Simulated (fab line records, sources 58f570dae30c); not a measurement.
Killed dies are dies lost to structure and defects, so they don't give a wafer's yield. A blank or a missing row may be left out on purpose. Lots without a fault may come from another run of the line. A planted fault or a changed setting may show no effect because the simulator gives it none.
Which tool did it? | flow berkeley_cmos170 | 14 lots, 42 wafers sampled, at 4 steps of a route of 331

WHAT THE GAUGES READ, wafer by wafer
UCB170_START_THK_MEAS_03.
lot  | measured    | on            | START_OXIDE_THK (nm)
L443 | day 1 13:08 | film_metro-04 | 20.0 20.7 20.6
L444 | day 1 18:34 | film_metro-02 | 19.4 19.6 19.9
L445 | day 1 23:29 | film_metro-02 | 20.4 20.4 20.6
L446 | day 2 05:19 | film_metro-04 | 19.4 19.5 19.8
L447 | day 2 10:46 | film_metro-02 | 20.2 20.0 20.0
L448 | day 2 15:09 | film_metro-02 | 19.8 19.9 19.8
L451 | day 3 04:38 | film_metro-02 | 19.9 20.6 20.1
L454 | day 3 22:44 | film_metro-04 | 20.1 19.9 19.7
L456 | day 4 07:25 | film_metro-03 | 20.0 19.9 20.2
L457 | day 4 12:03 | film_metro-03 | 20.2 20.4 20.2
L459 | day 4 22:45 | film_metro-02 | 20.2 20.3 20.1
L460 | day 5 03:42 | film_metro-02 | 19.1 19.8 19.5
L465 | day 6 03:01 | film_metro-04 | 19.8 19.7 19.6
L466 | day 6 10:08 | film_metro-03 | 19.8 20.3 20.5

UCB170_PWELL_THK_MEAS_06.
lot  | measured    | on            | PWELL_NITRIDE_THK (nm)
L443 | day 2 19:26 | film_metro-04 | 221.8 221.6 223.3
L444 | day 3 04:14 | film_metro-02 | 222.2 219.5 220.9
L445 | day 3 04:14 | film_metro-01 | 221.4 220.5 221.1
L446 | day 3 15:06 | film_metro-01 | 219.5 218.4 218.1
L447 | day 3 15:07 | film_metro-02 | 219.7 219.0 218.1
L448 | day 4 07:21 | film_metro-02 | 219.1 218.5 218.1
L451 | day 4 11:49 | film_metro-01 | 220.0 218.2 219.1
L454 | day 5 08:13 | film_metro-04 | 215.6 215.6 216.0
L456 | day 5 16:16 | film_metro-01 | 222.2 222.2 222.0
L457 | day 5 20:06 | film_metro-04 | 218.7 218.9 221.2
L459 | day 6 06:22 | film_metro-02 | 219.8 219.0 217.9
L460 | day 6 14:34 | film_metro-04 | 218.2 219.3 220.6
L465 | day 7 19:05 | film_metro-01 | 217.7 218.5 219.0
L466 | day 8 01:07 | film_metro-01 | 221.7 219.6 218.2

UCB170_ACTIVE_THK_MEAS_03.
lot  | measured    | on            | ACTIVE_OXIDE_THK (nm)
L443 | day 3 20:10 | film_metro-03 | 26.2 26.4 26.3
L444 | day 4 02:45 | film_metro-04 | 26.3 26.0 26.9
L445 | day 4 02:45 | film_metro-03 | 25.5 25.6 25.9
L446 | day 4 11:37 | film_metro-04 | 26.6 25.8 26.2
L447 | day 4 11:38 | film_metro-02 | 26.8 26.5 26.6
L448 | day 5 05:04 | film_metro-04 | 26.6 26.1 26.6
L451 | day 5 09:14 | film_metro-03 | 26.3 26.5 26.3
L454 | day 6 04:43 | film_metro-04 | 27.0 26.7 26.6
L456 | day 6 17:18 | film_metro-03 | 25.9 26.1 25.9
L457 | day 6 17:19 | film_metro-04 | 25.8 25.8 26.1
L459 | day 7 07:54 | film_metro-02 | 26.4 26.4 26.5
L460 | day 7 07:55 | film_metro-04 | 27.4 26.9 27.4
L465 | day 8 13:20 | film_metro-02 | 25.8 25.7 25.8
L466 | day 8 21:31 | film_metro-04 | 26.8 25.9 26.7

WHICH TOOL RAN EACH LOT (tool, then ch and the chambers of the sampled wafers, then the start)
lot  | UCB170_ZERO_ETCH_06
L443 | rie_diel-03 ch 0,1,2, day 1 18:33
L444 | rie_diel-03 ch 0,2, day 1 22:04
L445 | rie_diel-04 ch 1,2,3, day 2 02:59
L446 | rie_diel-03 ch 0,1,3, day 2 11:38
L447 | rie_diel-04 ch 1,2,3, day 2 15:46
L448 | rie_diel-01 ch 0,2,3, day 2 21:43
L451 | rie_diel-01 ch 0,1, day 3 08:25
L454 | rie_diel-04 ch 0,1, day 4 03:10
L456 | rie_diel-03 ch 0,1,2, day 4 11:22
L457 | rie_diel-03 ch 2,3, day 4 17:17
L459 | rie_diel-01 ch 0,2,3, day 5 03:03
L460 | rie_diel-04 ch 0,1,3, day 5 09:55
L465 | rie_diel-01 ch 1,2,3, day 6 08:29
L466 | rie_diel-01 ch 1,2,3, day 6 17:59
- UCB170_ZERO_ETCH_06: etches SiO2 in CHF3/CF4/Ar, time 12 s.

WHAT THE TOOLS THEMSELVES READ (means of the sampled wafers that have a number; where no wafer has one, the mark that the record gives instead)
UCB170_ZERO_ETCH_06.
lot  | tool        | drypump_motor_current_A (A) | mfc_ar_sccm (sccm) | oes_product_au (a.u.) | throttle_valve_pct (%)
L443 | rie_diel-03 | 5.3                         | 119.8              | 0.614                 | 9.18
L444 | rie_diel-03 | 5.0                         | 119.8              | 0.613                 | 9.20
L445 | rie_diel-04 | 6.5                         | 120.0              | 0.615                 | 9.20
L446 | rie_diel-03 | 5.4                         | 119.8              | 0.621                 | 9.29
L447 | rie_diel-04 | 6.5                         | 120.1              | 0.615                 | 9.20
L448 | rie_diel-01 | 5.9                         | 119.7              | 0.621                 | 9.19
L451 | rie_diel-01 | 5.2                         | 120.4              | 0.617                 | 9.24
L454 | rie_diel-04 | 6.4                         | 119.8              | 0.621                 | 9.22
L456 | rie_diel-03 | 5.3                         | 119.9              | 0.580                 | 9.17
L457 | rie_diel-03 | 4.9                         | 119.9              | 0.587                 | 9.28
L459 | rie_diel-01 | 5.9                         | 119.9              | 0.619                 | 9.18
L460 | rie_diel-04 | 6.4                         | 119.9              | 0.613                 | 9.22
L465 | rie_diel-01 | 5.9                         | 119.9              | 0.619                 | 9.19
L466 | rie_diel-01 | 6.0                         | 119.7              | 0.619                 | 9.19

THE ANSWER, worked out from the rows above alone
Rule: what is usual is taken from the lots themselves. Put in order of their means at a reading, lots are off if they are a third of the lots or fewer, leave a main group of 4 or more, and stand apart from it by a gap of 3 or more times the standard deviation of the main group's means; of several such gaps the widest counts. A main group whose means are all the same, to the digits that the tables above print for the reading, isn't used. A lot without any number at a reading at which 4 lots or more have one is off too. The other lots that the step has rows for count as sound. The gauges are gone through in route order, then the tools' own readings, and for those a lot's mean is taken as printed above. The first step at which some lot is off is used, and at that step the reading that is off furthest; a lot without a number counts as furthest.
Off: L456, L457, at UCB170_ZERO_ETCH_06 (oes_product_au). The main group: mean 0.617 a.u., standard deviation 0.003.
A tool fits if, at that step or a process step before it, it ran every lot that is off, and no sound lot after the first of them. One fits: rie_diel-03 at UCB170_ZERO_ETCH_06. Its last sound lot is L446 (day 2 11:38), its first lot that is off L456 (day 4 11:22): a fault that began between those two fits.
The tool's own readings at UCB170_ZERO_ETCH_06 bear it out: on the lots that are off they differ by more than 5 times the standard deviation of the sound lots' means. oes_product_au reads 0.583 a.u. there against 0.617 a.u. on the sound lots.

WHAT THE SIMULATOR HAD PUT IN
Process parameter drift: rie_diel-03, from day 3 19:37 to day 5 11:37, at UCB170_ZERO_ETCH_06. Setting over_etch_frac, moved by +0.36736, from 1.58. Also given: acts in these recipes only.
Lots struck among those shown: L456, L457. The rule above found the same.
